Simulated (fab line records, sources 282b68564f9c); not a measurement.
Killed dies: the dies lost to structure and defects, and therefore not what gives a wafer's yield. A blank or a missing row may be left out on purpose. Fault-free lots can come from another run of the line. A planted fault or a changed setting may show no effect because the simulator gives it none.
Which of the tools did it?    flow rit cmos    15 lots with 45 wafers sampled at 2 steps, on a route of 202 steps

## WHAT THE GAUGES SHOWED, per wafer
The record holds no reading of a measuring or inspecting step that can be judged against a usual standard deviation.

## WHAT TOOL EACH LOT RAN ON (gives the tool, then ch and the chambers of the sampled wafers, and finally the start)
lot   RIT_NSD_HARDBAKE_07               RIT_M1_PROBE_99
L477  litho track-01 ch 0, day 3 12:07  -
L478  litho track-01 ch 0, day 3 18:40  -
L480  litho track-03 ch 0, day 4 07:07  -
L481  litho track-03 ch 0, day 4 09:55  -
L482  litho track-03 ch 0, day 4 12:26  -
L483  litho track-04 ch 0, day 4 20:15  -
L484  litho track-03 ch 0, day 5 02:07  -
L486  litho track-01 ch 0, day 5 09:11  -
L487  litho track-03 ch 0, day 5 16:32  -
L488  litho track-01 ch 0, day 5 18:05  prober-02, day 6 04:05
L489  litho track-03 ch 0, day 6 02:23  -
L490  litho track-03 ch 0, day 6 10:08  -
L495  litho track-04 ch 0, day 7 08:53  -
L496  litho track-01 ch 0, day 7 10:57  -
L498  litho track-04 ch 0, day 7 23:44  -
- RIT_NSD_HARDBAKE_07: time 60 s.
- RIT_M1_PROBE_99

## WHAT THE TOOLS THEMSELVES READ (means of the sampled wafers that have a number; where no wafer has one, the mark that the record gives instead)
RIT_NSD_HARDBAKE_07. Usual: heater power total W 62.54 W, standard deviation 0.05; plate temp C 140.00 C, standard deviation 0.15.
lot   tool            heater power total W (W)  plate temp C (C)  flag
L477  litho track-01  62.57                     140.05            
L478  litho track-01  62.56                     140.04            
L480  litho track-03  62.55                     140.07            
L481  litho track-03  62.54                     140.14            
L482  litho track-03  62.54                     140.04            
L483  litho track-04  62.57                     140.02            
L484  litho track-03  62.57                     140.01            
L486  litho track-01  62.52                     139.65            
L487  litho track-03  60.00                     135.71            OFF
L488  litho track-01  62.55                     140.10            
L489  litho track-03  60.05                     135.46            OFF
L490  litho track-03  60.05                     135.31            OFF
L495  litho track-04  62.61                     139.75            
L496  litho track-01  62.50                     139.97            
L498  litho track-04  62.57                     139.99            

RIT_M1_PROBE_99. Usual: killed at contacts 0.0, standard deviation 0.16; killed at front end 6.9, standard deviation 2.9; killed dies 7.0, standard deviation 2.9; killed open 3.4, standard deviation 2.1; killed short 3.5, standard deviation 1.8.
lot   tool       killed at contacts  killed at front end  killed dies  killed open  killed short  flag
L488  prober-02  0.3                 5.3                  5.7          3.0          2.7           

## THE ANSWER, worked out from the rows above alone
Rule: a lot is off if the mean of its wafers that have a number lies more than 3 standard deviations from the usual mean. Also off: a lot with no number at a reading for which 4 or more lots have one. All remaining lots with rows at the step are treated as sound. First the gauges in route order, then the tools' own readings, where a lot's mean is used as printed above. The first step at which some lot is off is used, and at that step the reading that is off furthest; a lot without a number counts as furthest.
Off: L487, L489, L490, at RIT_NSD_HARDBAKE_07 (heater power total W).
If a tool, at that step or one of the process steps before it, ran each lot that is off and ran no sound lot following the first of them, it fits. One fits: RIT_NSD_HARDBAKE_07 on litho track-03. Its last sound lot is L484 (day 5 02:07), its first lot that is off L487 (day 5 16:32): a fault that began between those two fits.
The tool's own readings at RIT_NSD_HARDBAKE_07 bear it out: on the lots that are off they differ by more than 5 times the standard deviation of the sound lots' means. heater power total W reads 60.03 W there against 62.55 W on the sound lots; plate temp C reads 135.49 C there against 139.99 C on the sound lots.

## WHAT HAD BEEN PUT IN BY THE SIMULATOR
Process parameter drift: litho track-03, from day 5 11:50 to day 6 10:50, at RIT_NSD_HARDBAKE_07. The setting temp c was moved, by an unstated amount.
Lots struck among those shown: L487, L489, L490. The rule above found the same.
